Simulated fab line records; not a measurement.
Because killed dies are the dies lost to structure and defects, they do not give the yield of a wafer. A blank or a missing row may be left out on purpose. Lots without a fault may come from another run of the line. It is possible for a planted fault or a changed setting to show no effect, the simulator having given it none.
A lot that was struck, set against a sound lot | flow ritCmos | 19 out of 202 route steps
Sound: these wafers, L318.3, L318.4, L318.6. The struck wafers were L332.2, L332.4, L332.5. The cause is named last.
Order at every step that has rows: each side's tool, ch and its chambers, its first start. Under that, the readings that differ: sound wafers | struck wafers | difference of the means | sigmas: that difference in standard deviations of wafers without a fault.
alike: readings with means less than 2 such deviations apart, plus words and numbers identical on both sides. not compared: withheld readings, readings lacking a value on some wafer, bounds such as >300 that could conceal the same value, and numbers that have no deviation in the record and whose values overlap.
Wherever a step has rows on one side only, a row that says differs or no value, or a row with sigmas, the two part there. Numbers that have no deviation but don't overlap get no sigmas and don't part them. A reading missing from all wafers of one side parts the sides only when that side holds two or more wafers.

RIT_CONTACT_STRIP_12: strips in O2, time 175.2 s.
  sound on plasmaAsher-03 ch 0,1, day 4 00:53; struck on plasmaAsher-01 ch 0,1, day 7 17:17
  alike: drypumpMotorCurrentA
  not compared: rfHoursCounterH
RIT_CONTACT_CD_MEAS_90 targets a cd of 1000 nm.
  struck on cdSem-01, day 7 17:29; sound on cdSem-02, day 4 01:03
reading   | sound                | struck            | difference | sigmas
cdNm (nm) | 1000.3 1002.9 1001.2 | 998.7 996.9 995.0 | -4.6       | -2
then, 2 steps without rows for these wafers: RIT_CONTACT_CLEAN_13 (cleans in SC1, time 600 s); RIT_CONTACT_CLEAN_14 (cleans in SC2, time 600 s).
RIT_M1_SPUTTER_00: material Al, target thk 400 nm, time 500 s.
  struck on pvdSputter-01, day 7 17:56; sound on pvdSputter-01, day 4 01:30
  alike: throttleValvePct
RIT_M1_RS_MEAS_01: measurement is done with a four-point probe.
  struck on filmMetro-02, day 7 18:14; sound on filmMetro-04, day 4 01:50
  alike: M1_AL_RS
RIT_M1_THK_MEAS_02: measures by xrf.
  struck on filmMetro-02, day 7 18:21; sound on filmMetro-04, day 4 01:56
  alike: M1_AL_THK
then, 5 steps without rows for these wafers: RIT_M1_HMDS_03 (prime time 60 s); RIT_M1_COAT_04 (resist thk 1300 nm); RIT_M1_SOFTBAKE_05 (time 60 s); RIT_M1_EXPOSE_06 (exposes mask M12, target cd 2600 nm); RIT_M1_PEB_07.
RIT_M1_DEVELOP_08: develop time 68 s.
  sound on lithoTrack-03 ch 0, day 4 02:00; struck on lithoTrack-03 ch 0, day 7 19:00
  alike: chillPlateTempC
RIT_M1_CD_MEAS_09 targets a cd of 2600 nm.
  struck on cdSem-01, day 7 19:47; sound on cdSem-02, day 4 02:53
reading   | sound                | struck               | difference | sigmas
cdNm (nm) | 2596.7 2597.0 2599.3 | 2579.4 2578.8 2580.5 | -18.1      | -7
RIT_M1_OVL_MEAS_10:
  struck on overlay-02, day 7 19:53; sound on overlay-01, day 4 02:59
  alike: M1_OVL
then, 1 step without rows for these wafers: RIT_M1_HARDBAKE_11 (time 120 s).
RIT_M1_METAL_ETCH_12: etches Al in Cl2/BCl3, stops on SiO2, time 165 s, target depth 600 nm.
  sound on rieMetal-04 ch 0,1, day 4 03:19; struck on rieMetal-04 ch 0,1, day 7 20:20
reading            | sound          | struck         | difference | sigmas
model.M1.cdNm (nm) | 2595 2599 2602 | 2577 2577 2579 | -21        | 
  alike: drypumpMotorCurrentA, oesProductAu, throttleValvePct
  not compared: rfHoursCounterH
then, 1 step without rows for these wafers: RIT_M1_STRIP_13 (strips in nmp, time 600 s).
RIT_M1_PROBE_99:
  struck on prober-02, day 7 22:39; sound on prober-02, day 4 05:42
reading                     | sound          | struck         | difference | sigmas
model.etest.m1.widthNm (nm) | 2601 2600 2599 | 2576 2574 2580 | -23        | 
  alike: defectLimitedYield, killedAtContacts, killedAtFrontEnd, killedDies, killedOpen, killedShort, sort_bin_3_pad_short, sort_bin_5_function, sort_bin_6_memory, sortNPass, sortYieldPct

WHERE THEY PART
Last at RIT_M1_CD_MEAS_09 as far as this record goes, first at RIT_CONTACT_CD_MEAS_90. Later steps at which nothing parts them and some readings are alike: RIT_M1_OVL_MEAS_10, RIT_M1_METAL_ETCH_12, RIT_M1_PROBE_99.

WHY: the cause the simulator had injected
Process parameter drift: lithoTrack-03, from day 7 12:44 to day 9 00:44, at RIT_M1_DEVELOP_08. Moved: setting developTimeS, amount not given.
